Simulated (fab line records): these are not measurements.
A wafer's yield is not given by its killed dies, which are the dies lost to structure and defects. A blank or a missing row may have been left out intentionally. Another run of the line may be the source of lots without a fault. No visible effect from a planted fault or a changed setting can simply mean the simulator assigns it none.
fab line records + flow rit-cmos
record
- lots=5
- wafers=15
- last-day=6
route steps=202 shown GATE@77 FOX2@80 M1@202
lots that met no fault: from a run of the same line without faults
start-h: start of the lot's first displayed wafer, in hours after the record's first day + wait-h: hours elapsed since this lot's preceding step + " as in the row above + L1.1+2: a single row standing in for several wafers + - no value, or no start was given + * or withheld: withheld + < > ~ a bound
route shown NAME@n: NAME is a module with steps in the file, n the number in the route of the first one + usual: the fault-free wafers' mean and standard deviation + same: alike in all rows + chamber/n: place in a boat + sites: the reading at each site + _std_site: standard deviation across them + _edge_site: inner sites' mean taken away from outer sites' mean + radius-mm: for every site, how far away it sits from the centre of the wafer + mask NAME#n: copy n + behind: tool/chamber where the wafer was last shaped + hold: what put the lot on hold/how long, in hours/how the hold closed + device: names the non-switching transistor (n, p or np) + end of line: tests of these same wafers at the route's end + a step given without rows: its recipe and nothing more + killed: not the wafer's yield, but the dies lost to structure and defects at the first sort + map: a wafer's dies, marking killed ones x, the rest . and places with no die _
set.NAME: setting as actually run; set.NAME@STEP: the setting as run at that earlier step + model.NAME: the simulator's own value behind a step, which no gauge read
lots at selected steps of the route; one table per step, one row per wafer
services: the hour from which a tool's chamber was out of use, counted from the record's first day as start-h (under 0 if before that day), plus the number of hours and why
## steps
# step RIT_GATE_CLEAN_02
# recipe
- chemistry=dHF
- dilution=50:1
- time-s=30
# step RIT_GATE_CLEAN_03
# recipe
- chemistry=SC2
- mix=3:3:50
- time-s=600
- temp-c=75
- dry=n2-spin
# step RIT_GATE_CLEAN_04
# recipe
- chemistry=dHF
- dilution=50:1
- time-s=60
- dry=n2-spin
# step RIT_FOX2_THK_MEAS_91
# recipe
- reads=SiO2_of_FOX2_OXIDATION_00
# usual
- FIELD_OXIDE_LEFT_2_THK=254/7.8
| lot.wafer | tool          | chamber | start-h | wait-h | FIELD_OXIDE_LEFT_2_THK[nm] |
|-----------|---------------|---------|---------|--------|----------------------------|
| L879.2    | film-metro-02 | -       | 60.28   | 0.0    | 255                        |
| L879.4    | "             | -       | "       | "      | 252                        |
| L879.6    | "             | -       | "       | "      | 254                        |
| L882.2    | film-metro-04 | -       | 76.19   | 0.0    | 259                        |
| L882.5    | "             | -       | "       | "      | 257                        |
| L882.6    | "             | -       | "       | "      | 255                        |
| L883.3    | film-metro-02 | -       | 77.82   | 0.0    | 257                        |
| L883.5    | "             | -       | "       | "      | 255                        |
| L883.6    | "             | -       | "       | "      | 261                        |
| L892.2    | film-metro-02 | -       | 120.25  | 0.0    | 250                        |
| L892.5    | "             | -       | "       | "      | 245                        |
| L892.6    | "             | -       | "       | "      | 243                        |
| L893.2    | film-metro-02 | -       | 123.11  | 0.0    | 236                        |
| L893.4    | "             | -       | "       | "      | 243                        |
| L893.5    | "             | -       | "       | "      | 237                        |
# step RIT_GATE_OXIDATION_05
# recipe
- temp-c=900
- ambient=O2
- target-thk-a=30
- ox-time-s=270
# step RIT_GATE_ANNEAL_06
# recipe
- temp-c=900
- time-s=600
- ambient=N2O
# step RIT_GATE_THK_MEAS_07
# recipe
- reads=SiO2_of_GATE_OXIDATION_05
# usual
- GATE_OXIDE_THK=2.98/0.062
| lot.wafer | tool          | chamber | start-h | wait-h | GATE_OXIDE_THK[nm] |
|-----------|---------------|---------|---------|--------|--------------------|
| L879.2    | film-metro-02 | -       | 64.84   | 0.0    | 2.99               |
| L879.4    | "             | -       | "       | "      | 2.90               |
| L879.6    | "             | -       | "       | "      | 2.99               |
| L882.2    | film-metro-04 | -       | 79.37   | 0.0    | 2.93               |
| L882.5    | "             | -       | "       | "      | 2.88               |
| L882.6    | "             | -       | "       | "      | 2.97               |
| L883.3    | film-metro-01 | -       | 79.38   | 0.0    | 2.88               |
| L883.5    | "             | -       | "       | "      | 2.82               |
| L883.6    | "             | -       | "       | "      | 2.88               |
| L892.2    | film-metro-04 | -       | 121.63  | 0.0    | 2.93               |
| L892.5    | "             | -       | "       | "      | 3.05               |
| L892.6    | "             | -       | "       | "      | 3.01               |
| L893.2    | film-metro-02 | -       | 125.13  | 0.0    | 2.95               |
| L893.4    | "             | -       | "       | "      | 2.96               |
| L893.5    | "             | -       | "       | "      | 2.92               |
# step RIT_GATE_CVD_08
# recipe
- material=poly-Si
- target-thk-nm=250
- temp-c=610
- precursor=SiH4
- time-s=2220
- pressure-mtorr=300
- sih4-flow-sccm=100
# step RIT_GATE_THK_MEAS_09
# recipe
- reads=poly-Si_of_GATE_CVD_08
# usual
- GATE_POLY_THK=248.9/2.5
| lot.wafer | tool          | chamber | start-h | wait-h | GATE_POLY_THK[nm] |
|-----------|---------------|---------|---------|--------|-------------------|
| L879.2    | film-metro-04 | -       | 67.32   | 0.0    | 248.3             |
| L879.4    | "             | -       | "       | "      | 246.7             |
| L879.6    | "             | -       | "       | "      | 249.9             |
| L882.2    | film-metro-02 | -       | 81.05   | 0.0    | 246.7             |
| L882.5    | "             | -       | "       | "      | 246.1             |
| L882.6    | "             | -       | "       | "      | 248.0             |
| L883.3    | film-metro-01 | -       | 81.06   | 0.0    | 249.9             |
| L883.5    | "             | -       | "       | "      | 251.8             |
| L883.6    | "             | -       | "       | "      | 250.1             |
| L892.2    | film-metro-01 | -       | 123.31  | 0.0    | 247.9             |
| L892.5    | "             | -       | "       | "      | 248.3             |
| L892.6    | "             | -       | "       | "      | 246.2             |
| L893.2    | film-metro-02 | -       | 126.80  | 0.0    | 248.8             |
| L893.4    | "             | -       | "       | "      | 247.4             |
| L893.5    | "             | -       | "       | "      | 245.7             |
# step RIT_GATE_HMDS_10
# recipe
- prime-time-s=60
- prime-temp-c=140
# step RIT_GATE_COAT_11
# recipe
- resist=NOVOLAK
- spin-rpm=4250
- resist-thk-nm=850
# step RIT_GATE_SOFTBAKE_12
# recipe
- resist=NOVOLAK
- temp-c=90
- time-s=60
# step RIT_GATE_EXPOSE_13
# recipe
- mask-id=M6
- na=0.6
- source-shape=conventional
- sigma-outer=0.6
- target-cd-nm=150
- dose-mj=380
# same
- na=0.6
| lot.wafer  | tool             | chamber | start-h | wait-h | mask    |
|------------|------------------|---------|---------|--------|---------|
| L879.2+4+6 | iline-stepper-02 | 0       | 67.84   | 0.1    | M6#0    |
| L882.2+5+6 | iline-stepper-01 | 0       | 81.69   | 0.2    | M6#0    |
| L883.3+5+6 | iline-stepper-01 | 0       | 81.83   | 0.2    | M6_R1#0 |
| L892.2+5+6 | iline-stepper-02 | 0       | 123.83  | 0.1    | M6#0    |
| L893.2+4+5 | iline-stepper-02 | 0       | 127.32  | 0.1    | M6#0    |
# step RIT_GATE_PEB_14
# recipe
- resist=NOVOLAK
- temp-c=withheld
- time-s=withheld
# step RIT_GATE_DEVELOP_15
# recipe
- resist=NOVOLAK
- develop-time-s=50
- dev-temp-c=23
# step RIT_GATE_CD_MEAS_16
# recipe
- target-cd-nm=150
# usual
- cd-nm=149.3/2.3
| lot.wafer | tool      | chamber | start-h | wait-h | cd-nm |
|-----------|-----------|---------|---------|--------|-------|
| L879.2    | cd-sem-01 | -       | 68.24   | -      | 143.1 |
| L879.4    | "         | -       | "       | "      | 144.5 |
| L879.6    | "         | -       | "       | "      | 147.5 |
| L882.2    | cd-sem-01 | -       | 82.09   | -      | 148.1 |
| L882.5    | "         | -       | "       | "      | 150.9 |
| L882.6    | "         | -       | "       | "      | 148.5 |
| L883.3    | cd-sem-02 | -       | 82.39   | -      | 161.4 |
| L883.5    | "         | -       | "       | "      | 166.4 |
| L883.6    | "         | -       | "       | "      | 163.0 |
| L892.2    | cd-sem-02 | -       | 124.23  | -      | 151.7 |
| L892.5    | "         | -       | "       | "      | 148.1 |
| L892.6    | "         | -       | "       | "      | 150.7 |
| L893.2    | cd-sem-02 | -       | 127.72  | -      | 145.1 |
| L893.4    | "         | -       | "       | "      | 149.8 |
| L893.5    | "         | -       | "       | "      | 148.1 |
# step RIT_GATE_OVL_MEAS_17
# usual
- GATE_OVL=0.6/1.3
| lot.wafer | tool       | chamber | start-h | wait-h | GATE_OVL[nm] |
|-----------|------------|---------|---------|--------|--------------|
| L879.2    | overlay-02 | -       | 68.35   | 0.1    | -0.3         |
| L879.4    | "          | -       | "       | "      | -0.9         |
| L879.6    | "          | -       | "       | "      | 0.8          |
| L882.2    | overlay-01 | -       | 82.20   | 0.1    | 1.4          |
| L882.5    | "          | -       | "       | "      | 1.9          |
| L882.6    | "          | -       | "       | "      | 2.0          |
| L883.3    | overlay-02 | -       | 82.49   | 0.1    | 2.6          |
| L883.5    | "          | -       | "       | "      | 0.7          |
| L883.6    | "          | -       | "       | "      | 1.1          |
| L892.2    | overlay-02 | -       | 124.33  | 0.1    | -0.4         |
| L892.5    | "          | -       | "       | "      | 1.3          |
| L892.6    | "          | -       | "       | "      | -1.5         |
| L893.2    | overlay-01 | -       | 127.83  | 0.1    | 2.7          |
| L893.4    | "          | -       | "       | "      | 1.3          |
| L893.5    | "          | -       | "       | "      | -0.5         |
# step RIT_GATE_HARDBAKE_18
# recipe
- resist=NOVOLAK
- temp-c=140
- time-s=60
# step RIT_GATE_ETCH_19
# recipe
- chemistry=SF6/CHF3/O2
- time-s=165
- SF6_flow_sccm=30
- CHF3_flow_sccm=30
- O2_flow_sccm=5
- target=poly-Si
- pressure-mtorr=40
- rf-w=160
- target-depth-a=3125
- over-etch-frac=0.25
- stop-on=SiO2
# usual
- drypump-motor-current-A=5.4/0.58
- oes-product-au=0.836/0.011
- throttle-valve-pct=10.17/0.13
| lot.wafer | tool      | chamber | start-h | wait-h | drypump-motor-current-A | oes-product-au | rf-hours-counter-h | throttle-valve-pct | model.GATE.cd-nm |
|-----------|-----------|---------|---------|--------|-------------------------|----------------|--------------------|--------------------|------------------|
| L879.2    | rie-si-01 | 1       | 68.53   | 0.1    | 4.9                     | 0.819          | 27                 | 9.98               | 143.3            |
| L879.4    | "         | 2       | "       | "      | 4.8                     | 0.821          | 1                  | 10.25              | 144.8            |
| L879.6    | "         | 3       | "       | "      | 6.4                     | 0.835          | -                  | 10.15              | 147.3            |
| L882.2    | rie-si-02 | 2       | 82.38   | 0.1    | 6.4                     | 0.835          | 135                | 10.23              | 148.1            |
| L882.5    | "         | 1       | "       | "      | 5.2                     | 0.832          | -                  | 10.05              | 150.9            |
| L882.6    | "         | 2       | "       | "      | 6.4                     | 0.841          | -                  | 10.24              | 148.9            |
| L883.3    | rie-si-01 | 0       | 82.66   | 0.1    | 5.4                     | 0.862          | 2                  | 10.04              | 161.9            |
| L883.5    | "         | 0       | "       | "      | 5.4                     | 0.865          | -                  | 10.03              | 166.4            |
| L883.6    | "         | 1       | "       | "      | 4.9                     | 0.827          | -                  | 9.99               | 163.6            |
| L892.2    | rie-si-02 | 1       | 124.62  | 0.1    | 5.3                     | 0.827          | 125                | 10.07              | 151.6            |
| L892.5    | "         | 3       | "       | "      | 5.4                     | 0.835          | -                  | 10.47              | 148              |
| L892.6    | "         | 0       | "       | "      | 5.1                     | 0.821          | -                  | 10.25              | 150.3            |
| L893.2    | rie-si-01 | 1       | 128.01  | 0.1    | 4.9                     | 0.821          | 28                 | 10.00              | 145              |
| L893.4    | "         | 2       | "       | "      | 4.8                     | 0.826          | 2                  | 10.26              | 150              |
| L893.5    | "         | 1       | "       | "      | 4.9                     | 0.820          | -                  | 10.00              | 148.1            |
# step RIT_GATE_STRIP_20
# recipe
- chemistry=O2
- time-s=180
- resist=NOVOLAK
- platen-temp-c=withheld
- power-w=500
- pressure-mtorr=4000
- o2-flow-sccm=3935
# usual
- drypump-motor-current-A=5.8/0.34
| lot.wafer | tool            | chamber | start-h | wait-h | drypump-motor-current-A | rf-hours-counter-h |
|-----------|-----------------|---------|---------|--------|-------------------------|--------------------|
| L879.2    | plasma-asher-04 | 0       | 68.64   | 0.1    | 6.0                     | 44                 |
| L879.4    | "               | 1       | "       | "      | 5.8                     | -                  |
| L879.6    | "               | 0       | "       | "      | 6.0                     | -                  |
| L882.2    | plasma-asher-03 | 0       | 82.48   | 0.1    | 5.5                     | 30                 |
| L882.5    | "               | 0       | "       | "      | 5.6                     | -                  |
| L882.6    | "               | 1       | "       | "      | 5.4                     | -                  |
| L883.3    | plasma-asher-04 | 0       | 82.83   | 0.1    | 6.0                     | -                  |
| L883.5    | "               | 1       | "       | "      | 5.8                     | -                  |
| L883.6    | "               | 0       | "       | "      | 6.0                     | -                  |
| L892.2    | plasma-asher-03 | 0       | 124.73  | 0.1    | 5.6                     | 35                 |
| L892.5    | "               | 1       | "       | "      | 5.5                     | -                  |
| L892.6    | "               | 0       | "       | "      | 5.6                     | -                  |
| L893.2    | plasma-asher-04 | 1       | 128.12  | 0.1    | 5.8                     | 51                 |
| L893.4    | "               | 0       | "       | "      | 6.0                     | -                  |
| L893.5    | "               | 1       | "       | "      | 5.8                     | -                  |
# step RIT_M1_PROBE_99
# usual
- killed-at-contacts=0.0/0.2
- killed-at-front-end=6.8/3
- killed-dies=6.9/3
- killed-open=3.3/1.9
- killed-short=3.6/1.9
# same
- gross-dies=264
- killed_at_M0_to_M3=0
- killed_at_M4_up=0
- killed-at-back-side=0
- killed-at-other=0
| lot.wafer | tool      | chamber | start-h | wait-h | killed-at-contacts | killed-at-front-end | killed-dies | killed-open | killed-short |
|-----------|-----------|---------|---------|--------|--------------------|---------------------|-------------|-------------|--------------|
| L883.6    | prober-01 | -       | 104.28  | 0.2    | 0                  | 8                   | 8           | 4           | 4            |
# killed by level:class
L883.6 GATE:geometric-particle:short=2 GATE:geometric-particle:open=2 REOX:geometric-particle:open=2 FOX2:geometric-particle:short=1 REOX:geometric-particle:short=1
## services
| tool             | chamber | start-h | hours | kind           |
|------------------|---------|---------|-------|----------------|
| plasma-asher-04  | -       | 46.25   | 2.0   | repair         |
| rie-si-02        | 3       | 59.46   | 3.8   | repair         |
| rie-si-02        | 3       | 74.93   | -     | clean          |
| rie-si-02        | 3       | 74.93   | 17.9  | scheduled-down |
| rie-si-02        | 3       | 74.93   | 17.9  | vent-cycle     |
| iline-stepper-01 | -       | 119.09  | 28.9  | pm             |
## key
first-sign
- step=RIT_GATE_EXPOSE_13
- reading=mask
- direction=changed
effect
- step=RIT_GATE_CD_MEAS_16
- reading=cd-nm
- direction=up
- sigmas=6.4
- usual=149.3
- struck=163.6
model-effect
- step=RIT_GATE_ETCH_19
- value=GATE.cd-nm
- without=148.9
- struck=163.9
met-at RIT_GATE_EXPOSE_13
struck-wafers L883.3,L883.5,L883.6
tester-left-out L883
onset-between 81.69 81.83
fault
- kind=wrong-mask
- tool=any
- chamber=-
- onset-h=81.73
- steps=RIT_GATE_EXPOSE_13
- aux-copy=M6_R1#0
- cd-offset-nm=15
- scope=struck-lots-only
# tester-left-out: of these lots the tester's yield and bins aren't shown, on N5 and GAA mostly nor the transistor test; their killed dies are dies lost to structure and defects alone, not to doping, threshold or leakage, so they don't give the yield
